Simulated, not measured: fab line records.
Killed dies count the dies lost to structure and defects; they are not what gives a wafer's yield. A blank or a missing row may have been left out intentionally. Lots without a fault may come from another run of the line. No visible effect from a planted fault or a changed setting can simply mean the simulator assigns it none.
A struck lot beside a sound one -- flow ritCmos -- 16 steps out of a route of 202
Sound: the wafers L910.1, L910.3, L910.5. The struck wafers were L902.1, L902.2, L902.6. Last of all comes the cause.
For every step that has rows: the tool of each side, followed by ch and its chambers, followed by its first start. Under that, the readings that differ: sound wafers -- struck wafers -- difference of the means -- sigmas: that difference in standard deviations of wafers without a fault.
alike: words and numbers the same on both sides, and readings whose means are apart by under 2 such deviations; not compared: readings that were withheld, readings missing a value for some wafer, numbers with overlapping values and no deviation given by the record, and bounds like >300 which may hide the same value.
A row with sigmas, a row that says differs or no value, or rows on one side alone: a step with any of these is where the two part. When numbers do not overlap yet have no deviation, they are printed without sigmas and do not part them. Lack of a reading on every wafer of one side parts them only where that side has two or more wafers.

first, 4 steps without rows for these wafers: RIT_ACTIVE_SOFTBAKE_07 (time 60 s); RIT_ACTIVE_EXPOSE_08 (exposes mask M1, target cd 1400 nm); RIT_ACTIVE_PEB_09; RIT_ACTIVE_DEVELOP_10 (develop time 50 s).
RIT_ACTIVE_CD_MEAS_11 targets a cd of 1400 nm.
  sound on cdSem-01, day 4 23:00; struck on cdSem-02, day 3 06:34
  alike: cdNm
then, 1 step without rows for these wafers: RIT_ACTIVE_HARDBAKE_12 (time 60 s).
RIT_ACTIVE_ETCH_13: etches Si3N4 in SF6, stops on SiO2, time 210 s, target depth 210 nm.
  sound on rieDiel-01 ch 0,2,3, day 4 23:16; struck on rieDiel-04 ch 0,2, day 3 06:50
  alike: drypumpMotorCurrentA, oesProductAu, rfFwdPowerW, throttleValvePct
  not compared: rfHoursCounterH
RIT_ACTIVE_STRIP_14: strips in O2, time 180 s.
  sound on plasmaAsher-02 ch 0,1, day 4 23:24; struck on plasmaAsher-04 ch 0,1, day 3 06:58
  alike: drypumpMotorCurrentA, o2FlowSccm
  not compared: rfHoursCounterH
RIT_ACTIVE_CD_MEAS_90 targets a cd of 1400 nm.
  sound on cdSem-02, day 4 23:35; struck on cdSem-02, day 3 07:08
  alike: cdNm
then, 3 steps without rows for these wafers: RIT_ACTIVE_CLEAN_15 (cleans in SC1, time 600 s); RIT_ACTIVE_CLEAN_16 (cleans in dHF, time 30 s); RIT_ACTIVE_CLEAN_17 (cleans in SC2, time 600 s).
RIT_FOX1_OXIDATION_00: target thk 350.7 nm, ox time 1130 s.
  sound on furnace-01 ch 0, day 5 00:04; struck on furnace-04 ch 0, day 3 10:58
reading,sound,struck,difference,sigmas
spikeTcCentreC (C),1102.3 1101.6 1099.6,1059.3 1063.0 1058.8,-40.8,-37
spikeTcLoadC (C),1128.2 1129.4 1129.1,1087.4 1088.0 1085.1,-42.1,-22
spikeTcSourceC (C),1128.0 1128.7 1129.2,1082.3 1084.0 1083.9,-45.2,-19
tubeCenterTempC (C),1100 1100.1 1099.9,1060 1060.1 1060.1,-40,-99 or more
tube_center_temp_C_max,1103.1 1103.0 1102.7,1062.5 1063.2 1062.7,-40.1,-91
zonePowerLoadPct (%),44.2 44.9 44.8,38.9 38.7 38.6,-5.9,-6
model.SiO2_of_FOX1_OXIDATION_00.thkNm (nm),344 341 343.5,281.9 276.5 277.2,-64.3,
  alike: zonePowerCentrePct
RIT_FOX1_THK_MEAS_01:
  sound on filmMetro-01, day 5 01:23; struck on filmMetro-04, day 3 12:17
reading,sound,struck,difference,sigmas
FOX1_OXIDE_THK (nm),344 341 344,282 276 277,-65,-9
then, 1 step without rows for these wafers: RIT_FOX1_WET_ETCH_02 (etches SiO2 in BOE, target depth 350 nm, time 390 s).
RIT_M1_PROBE_99:
  sound on prober-02, day 6 22:15; struck on prober-02, day 5 12:17
reading,sound,struck,difference,sigmas
killed_at_M0_to_M3,0 0 0,0 1 0,+0,+3
model.etest.pplusSal.widthNm (nm),3463 3482 3456,3525 3536 3544,+68,
model.etest.nplusSal.widthNm (nm),3458 3469 3466,3536 3526 3504,+58,
model.etest.nldd.widthNm (nm),3178 3196 3190,3245 3273 3254,+69,
model.etest.pldd.widthNm (nm),3198 3192 3182,3268 3256 3251,+68,
model.etest.nmosNarrow.driveUaUm,228.3 225.5 234.1,244.2 241.4 242.9,+13.5,
model.etest.pmosNarrow.driveUaUm,102.5 101.7 107.2,111.1 110.6 110,+6.8,
model.etest.pplusSal.lineOhmUm,1.264 1.272 1.255,1.212 1.231 1.244,-0.035,
model.etest.nplusSal.lineOhmUm,1.273 1.242 1.246,1.22 1.221 1.23,-0.03,
  alike: killedAtContacts, killedAtFrontEnd, killedDies, killedOpen, killedShort

## WHERE THEY PART
First at RIT_FOX1_OXIDATION_00; last, within this record, at RIT_M1_PROBE_99.

WHY: whatever the simulator had introduced
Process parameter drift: furnace-04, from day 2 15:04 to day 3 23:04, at RIT_FOX1_OXIDATION_00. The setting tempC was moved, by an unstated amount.
